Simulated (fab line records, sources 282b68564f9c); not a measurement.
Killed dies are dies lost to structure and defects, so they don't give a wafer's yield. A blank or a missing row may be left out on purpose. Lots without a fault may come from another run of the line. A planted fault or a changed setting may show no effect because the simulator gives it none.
Problem report in the 8D (eight disciplines) form, filled by code | flow rit_cmos | the parts of the form that need people (team, actions taken, sign-off) are left out

1. THE PROBLEM
NRETRO_TW at RIT_NRETRO_TW_MEAS_10 reads a mean of 1006 on 9 wafers of 3 lots; wafers without a fault read 1046 with a standard deviation of 6.8. That is -5.9 standard deviations from the usual mean.
First seen on wafer L651.1, day 4 08:44, on film_metro-04. The record holds 45 wafers of 15 lots with a number at this step. Rule for "out", or "out of limits": more than 4 standard deviations from the usual mean. The other wafers with a number count as sound.

2. WHAT IT IS AND WHAT IT IS NOT
question                    | is                           | is not
which readings at this step | NRETRO_TW                    | -
which lots                  | L651, L653, L654             | L643, L644, L645, L646, L647, L648, L650, L652, L656, L661, L662, L665
which wafers of those lots  | all that have a number       | -
read on which gauges        | film_metro-01, film_metro-04 | film_metro-03
when                        | from day 4 08:44             | up to then (21 sound wafers); but 15 sound wafers of L652, L656, L661, L662, L665 came after

3. SUSPECTS, AND WHAT RULES EACH OUT
Counting: a tool at a process step up to the reading stays a suspect if it ran every lot that is out and no sound lot after the first of them.
- the gauge at RIT_NRETRO_TW_MEAS_10: ruled out. The wafers that are out were read on 2 gauges (film_metro-01, film_metro-04).
- implanter-02 at RIT_NRETRO_IMPLANT_08: kept. It ran every lot that is out, first L651 (day 4 08:25), and no sound lot after that; its last sound lot up to then is L648 (day 3 21:25). Its own readings are out on those wafers: dose_ions_cm2, faraday_current_uA.
Left after counting: implanter-02 at RIT_NRETRO_IMPLANT_08.

4. THE CAUSE (what the simulator had put in)
Process parameter drift: implanter-02, from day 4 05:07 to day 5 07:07, at RIT_NRETRO_IMPLANT_08. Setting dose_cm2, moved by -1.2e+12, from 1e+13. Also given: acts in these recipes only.
Counting left only this tool.

5. THE CHAIN OF EFFECTS, in route order
Each row: a reading whose mean over the struck wafers that have a number lies more than 3 standard deviations from the usual. Only readings for which the record gives a usual standard deviation are gone through. hours: the time from each lot's start at the first step in this table that gives one to its start at this step, as a median over the lots. sigmas: the change in usual standard deviations.
hours | step                  | reading            | usual      | on struck wafers | change      | sigmas
0     | RIT_NRETRO_IMPLANT_08 | dose_ions_cm2      | 1.0003e+13 | 8.8037e+12       | -1.1993e+12 | -99 or more
0     | RIT_NRETRO_IMPLANT_08 | faraday_current_uA | 31.6       | 27.6             | -4.0        | -6.2
0     | RIT_NRETRO_TW_MEAS_10 | NRETRO_TW          | 1046       | 1006             | -40         | -5.9
The process steps in it:
- RIT_NRETRO_IMPLANT_08

6. WHAT WOULD HAVE CAUGHT IT SOONER
In this record the first reading out of limits at a measuring or inspecting step was taken at day 4 08:44, 4 hours after the fault began at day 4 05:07.
The tool's own readings at RIT_NRETRO_IMPLANT_08 were out on every struck wafer that the step has a row for (dose_ions_cm2, faraday_current_uA): an alarm limit on them would have fired on the first of those.
Of the lots that are out (3), L653, L654 began RIT_NRETRO_IMPLANT_08 on implanter-02 after day 4 08:44. A hold on the tool at that time would have spared those 2.
